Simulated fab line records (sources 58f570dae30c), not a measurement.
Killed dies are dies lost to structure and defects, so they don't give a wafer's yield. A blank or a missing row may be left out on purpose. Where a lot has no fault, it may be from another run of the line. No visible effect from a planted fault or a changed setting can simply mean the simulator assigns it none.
fab line records    flow berkeleyCmos170
record lots=5  wafers=23
route steps=331 shown SDANNEAL@205 PSD@206 NSD@207 M1@242 V1@256
startH: the number of hours between the record's first day and the start of the first shown wafer of the lot    waitH: how many hours have passed since the lot's step before this one    " repeats the value in the row above    L1.1+2: a row that stands for several wafers    - no value, or no start was given    * or withheld: withheld    < > ~ a bound
route shown NAME@n: a module of which the file shows steps, and the number in the route of the first    usual: mean and standard deviation over wafers with no fault    same: alike in all rows    chamber/n: place in a boat    sites: readings site by site    _std_site: standard deviation across them    _edge_site: inner sites' mean taken away from outer sites' mean    radiusMm: for every site, how far away it sits from the centre of the wafer    mask NAME#n: copy n    behind: the most recent tool/chamber to have shaped the wafer    hold: why the lot was held/for how many hours/how that ended    device: the transistor (n, p or np) that didn't switch    end of line: the route-end tests of the same wafers    a step given without rows: its recipe and nothing more    killed: the dies lost at the first sort to structure and to defects; this is not the yield of the wafer    map: shows each die of a wafer: x if killed, . if not, _ if none is there
set.NAME: the setting that was run; set.NAME@STEP: the one run at that earlier step    model.NAME: the simulator's own value behind a step, which no gauge read
lots whose settings were changed on purpose; a table a step, a row a wafer
## steps
# step UCB170_SDANNEAL_RTA_01
# recipe tempC=1050  timeS=5  ambient=N2
lot.wafer       tool          chamber  startH  waitH  set.timeS
L074.1+2+3+4+5  rtpAnneal-02  0        152.29  0.1    5
L075.1+2+3      rtpAnneal-01  0        154.46  0.1    5.368
L075.4+5        "             0        "       "      5
L077.1+3+5      rtpAnneal-01  0        194.99  0.1    5
L077.2+4        "             0        "       "      4.366
L084.1+2+4+5+6  rtpAnneal-01  0        215.31  0.1    5
L085.1+2+4      rtpAnneal-01  0        216.05  0.1    5
# step UCB170_SDANNEAL_RS_MEAS_02
# recipe thkMeasGauge=four-point-probe
# usual PSD_RS=75.5/0.3
lot.wafer  tool          chamber  startH  waitH  set.energyKev@PSD_IMPLANT_08  set.timeS@SDANNEAL_RTA_01  PSD_RS[ohm/sq]
L074.1     filmMetro-01  -        152.35  0.0    20                            5                          75.9
L074.2     "             -        "       "      20                            5                          75.9
L074.3     "             -        "       "      20                            5                          76.0
L074.4     "             -        "       "      20                            5                          76.0
L074.5     "             -        "       "      20                            5                          75.8
L075.1     filmMetro-03  -        154.52  0.0    20                            5.368                      74.2
L075.2     "             -        "       "      20.96                         5.368                      73.1
L075.3     "             -        "       "      20                            5.368                      73.8
L075.4     "             -        "       "      20                            5                          75.3
L075.5     "             -        "       "      20.96                         5                          75.0
L077.1     filmMetro-04  -        195.05  0.0    20                            5                          75.5
L077.2     "             -        "       "      20                            4.366                      77.8
L077.3     "             -        "       "      20                            5                          75.0
L077.4     "             -        "       "      18.95                         4.366                      78.3
L077.5     "             -        "       "      18.95                         5                          76.1
L084.1     filmMetro-04  -        215.37  0.0    20                            5                          76.1
L084.2     "             -        "       "      20.62                         5                          75.3
L084.4     "             -        "       "      20                            5                          76.2
L084.5     "             -        "       "      20.62                         5                          75.6
L084.6     "             -        "       "      20.62                         5                          75.6
L085.1     filmMetro-04  -        216.11  0.0    20                            5                          75.2
L085.2     "             -        "       "      20                            5                          75.1
L085.4     "             -        "       "      20                            5                          75.1
# step UCB170_SDANNEAL_RS_MEAS_03
# recipe thkMeasGauge=four-point-probe
# usual NSD_RS=37.01/0.096
lot.wafer  tool          chamber  startH  waitH  set.timeS@SDANNEAL_RTA_01  NSD_RS[ohm/sq]
L074.1     filmMetro-01  -        152.47  0.1    5                          37.01
L074.2     "             -        "       "      5                          37.02
L074.3     "             -        "       "      5                          37.14
L074.4     "             -        "       "      5                          37.01
L074.5     "             -        "       "      5                          37.02
L075.1     filmMetro-03  -        154.64  0.1    5.368                      36.73
L075.2     "             -        "       "      5.368                      36.74
L075.3     "             -        "       "      5.368                      36.61
L075.4     "             -        "       "      5                          36.94
L075.5     "             -        "       "      5                          37.01
L077.1     filmMetro-04  -        195.17  0.1    5                          36.96
L077.2     "             -        "       "      4.366                      37.38
L077.3     "             -        "       "      5                          36.92
L077.4     "             -        "       "      4.366                      37.39
L077.5     "             -        "       "      5                          36.99
L084.1     filmMetro-04  -        215.49  0.1    5                          36.94
L084.2     "             -        "       "      5                          36.99
L084.4     "             -        "       "      5                          36.87
L084.5     "             -        "       "      5                          36.92
L084.6     "             -        "       "      5                          36.96
L085.1     filmMetro-04  -        216.23  0.1    5                          36.96
L085.2     "             -        "       "      5                          36.97
L085.4     "             -        "       "      5                          36.96
# step UCB170_M1_COAT_04
# recipe resist=KrF  spinRpm=1500  resistThkNm=900
lot.wafer  tool           chamber  startH  waitH  set.resistThkNm  model.KrF_of_M1_COAT_04.thkNm
L074.1     lithoTrack-01  0        -       -      914              911.1
L074.2     "              0        "       "      900              898.8
L074.3     "              0        "       "      900              897.7
L074.4     "              0        "       "      900              898.9
L074.5     "              0        "       "      914              912.5
L075.1     lithoTrack-03  0        -       -      924              921.6
L075.2     "              0        "       "      924              922.2
L075.3     "              0        "       "      900              898.8
L075.4     "              0        "       "      924              920.5
L075.5     "              0        "       "      900              898.1
L077.1     lithoTrack-02  0        -       -      900              905.7
L077.2     "              0        "       "      881.3            886.3
L077.3     "              0        "       "      881.3            884.6
L077.4     "              0        "       "      900              905.9
L077.5     "              0        "       "      881.3            884.5
L084.1+2   lithoTrack-03  0        -       -      900              898.6
L084.4     "              0        "       "      900              901.9
L084.5     "              0        "       "      900              899.8
L084.6     "              0        "       "      900              898.4
L085.1     lithoTrack-01  0        -       -      900              901.6
L085.2     "              0        "       "      900              901.5
L085.4     "              0        "       "      900              899.8
# step UCB170_V1_CMP_02
# recipe material=SiO2  downForcePsi=6  platenRpm=60  padVelocityMS=0.75398
lot.wafer   tool    chamber  startH  waitH  set.leaveAboveRefNm  model.SiO2_of_V1_CVD_00.thkNm
L074.3+4    cmp-02  0,3      163.84  0.0    1000                 1000
L074.2+1+5  "       1,2,0    "       "      1075                 1075
L075.3      cmp-02  0        167.72  0.0    1058                 1058
L075.1      "       1        "       "      1058                 1057
L075.2+5    "       2,0      "       "      1000                 1001
L075.4      "       3        "       "      1000                 999.7
L077.4      cmp-01  2        205.25  0.0    1023                 1021
L077.3      "       3        "       "      1000                 998.3
L077.1      "       0        "       "      1000                 999.2
L077.2      "       1        "       "      1023                 1024
L077.5      "       2        "       "      1023                 1022
L084.2+5    cmp-01  0,1      224.44  0.0    1000                 1002
L084.1      "       1        "       "      926.8                926.9
L084.4      "       3        "       "      1000                 1001
L084.6      "       0        "       "      926.8                926.4
L085.1      cmp-01  3        227.11  0.1    1000                 999
L085.2      "       1        "       "      1000                 1001
L085.4      "       2        "       "      1000                 998.2
# step UCB170_V1_THK_MEAS_04
# recipe reads=SiO2_of_V1_CVD_00
# usual V1_POLISHED_THK=1000.1/1.1
lot.wafer  tool          chamber  startH  waitH  set.leaveAboveRefNm@V1_CMP_02  V1_POLISHED_THK[nm]
L074.1     filmMetro-03  -        164.26  0.1    1075                           1074.8
L074.2     "             -        "       "      1075                           1074.6
L074.3     "             -        "       "      1000                           999.6
L074.4     "             -        "       "      1000                           1000.2
L074.5     "             -        "       "      1075                           1075.4
L075.1     filmMetro-01  -        168.14  0.1    1058                           1056.9
L075.2     "             -        "       "      1000                           1000.3
L075.3     "             -        "       "      1058                           1058.6
L075.4     "             -        "       "      1000                           1000.5
L075.5     "             -        "       "      1000                           1001.9
L077.1     filmMetro-03  -        205.67  0.1    1000                           999.5
L077.2     "             -        "       "      1023                           1024.2
L077.3     "             -        "       "      1000                           998.3
L077.4     "             -        "       "      1023                           1021.1
L077.5     "             -        "       "      1023                           1022.6
L084.1     filmMetro-03  -        224.86  0.1    926.8                          927.9
L084.2     "             -        "       "      1000                           1001.9
L084.4     "             -        "       "      1000                           1000.8
L084.5     "             -        "       "      1000                           1001.4
L084.6     "             -        "       "      926.8                          926.6
L085.1     filmMetro-03  -        227.53  0.1    1000                           999.5
L085.2     "             -        "       "      1000                           1000.4
L085.4     "             -        "       "      1000                           998.1
# step UCB170_V1_ETCH_14
# recipe chemistry=CHF3/CF4/Ar  target=SiO2  stopOn=Al  CHF3_flow_sccm=45  cf4FlowSccm=15  Ar_flow_sccm=150  pressureMtorr=200  rfW=700  targetDepthA=12500  overEtchFrac=0.25  timeS=291
# usual oesProductAu=0.873/0.014
lot.wafer  tool        chamber  startH  waitH  set.rfW  set.leaveAboveRefNm@V1_CMP_02  oesProductAu  model.V1.featureDepthNm  model.etch.depthNm
L074.1     rieDiel-02  3        168.73  0.0    700      1075                           0.904         1075                     1075
L074.2     "           1        "       "      700      1075                           0.924         1075                     1075
L074.3     "           0        "       "      700      1000                           0.863         1000                     1000
L074.4     "           0        "       "      700      1000                           0.863         1000                     1000
L074.5     "           3        "       "      700      1075                           0.914         1075                     1075
L075.1     rieDiel-02  1        172.36  0.0    770      1058                           0.914         1059                     1057
L075.2     "           3        "       "      700      1000                           0.873         1001                     1001
L075.3     "           2        "       "      700      1058                           0.887         1058                     1058
L075.4     "           0        "       "      770      1000                           0.857         1000                     999.7
L075.5     "           1        "       "      700      1000                           0.883         1002                     1001
L077.1     rieDiel-03  2        207.33  0.0    669.4    1000                           0.856         999.2                    999.2
L077.2     "           3        "       "      669.4    1023                           0.886         1024                     1024
L077.3     "           1        "       "      700      1000                           0.874         998.3                    998.3
L077.4     "           1        "       "      700      1023                           0.895         1021                     1021
L077.5     "           2        "       "      669.4    1023                           0.870         1022                     1022
L084.1     rieDiel-02  3        226.10  0.0    700      926.8                          0.840         927.3                    926.9
L084.2     "           1        "       "      700      1000                           0.890         1002                     1002
L084.4     "           0        "       "      700      1000                           0.858         1001                     1001
L084.5     "           1        "       "      700      1000                           0.888         1002                     1002
L084.6     "           2        "       "      700      926.8                          0.815         926.6                    926.4
L085.1     rieDiel-03  0        229.10  0.0    700      1000                           0.871         999                      999
L085.2     "           2        "       "      700      1000                           0.860         1001                     1001
L085.4     "           3        "       "      700      1000                           0.871         998.2                    998.2
## key
split step=UCB170_SDANNEAL_RTA_01  setting=timeS  stated=5  by=wafer
response step=UCB170_SDANNEAL_RS_MEAS_02  reading=PSD_RS  change=-0.198  per=1%  r=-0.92
response step=UCB170_SDANNEAL_RS_MEAS_03  reading=NSD_RS  change=-0.0347  per=1%  r=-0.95
split step=UCB170_M1_COAT_04  setting=resistThkNm  stated=900  by=wafer
response step=UCB170_M1_COAT_04  reading=model.KrF_of_M1_COAT_04.thkNm  change=+9.02  per=1%  r=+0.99
split step=UCB170_V1_CMP_02  setting=leaveAboveRefNm  stated=1000  by=wafer
response step=UCB170_V1_CMP_02  reading=model.SiO2_of_V1_CVD_00.thkNm  change=+10  per=1%  r=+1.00
response step=UCB170_V1_THK_MEAS_04  reading=V1_POLISHED_THK  change=+10  per=1%  r=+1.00
response step=UCB170_V1_ETCH_14  reading=oesProductAu  change=+0.0065  per=1%  r=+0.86
response step=UCB170_V1_ETCH_14  reading=model.V1.featureDepthNm  change=+10.1  per=1%  r=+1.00
response step=UCB170_V1_ETCH_14  reading=model.etch.depthNm  change=+10  per=1%  r=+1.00
split step=UCB170_V1_ETCH_14  setting=rfW  stated=700  by=wafer
response none clear
split outsideThisFile step=UCB170_PSD_IMPLANT_08 setting=energyKev
# split outsideThisFile: this setting was split too, and the file shows its column; the key of that split is in another file
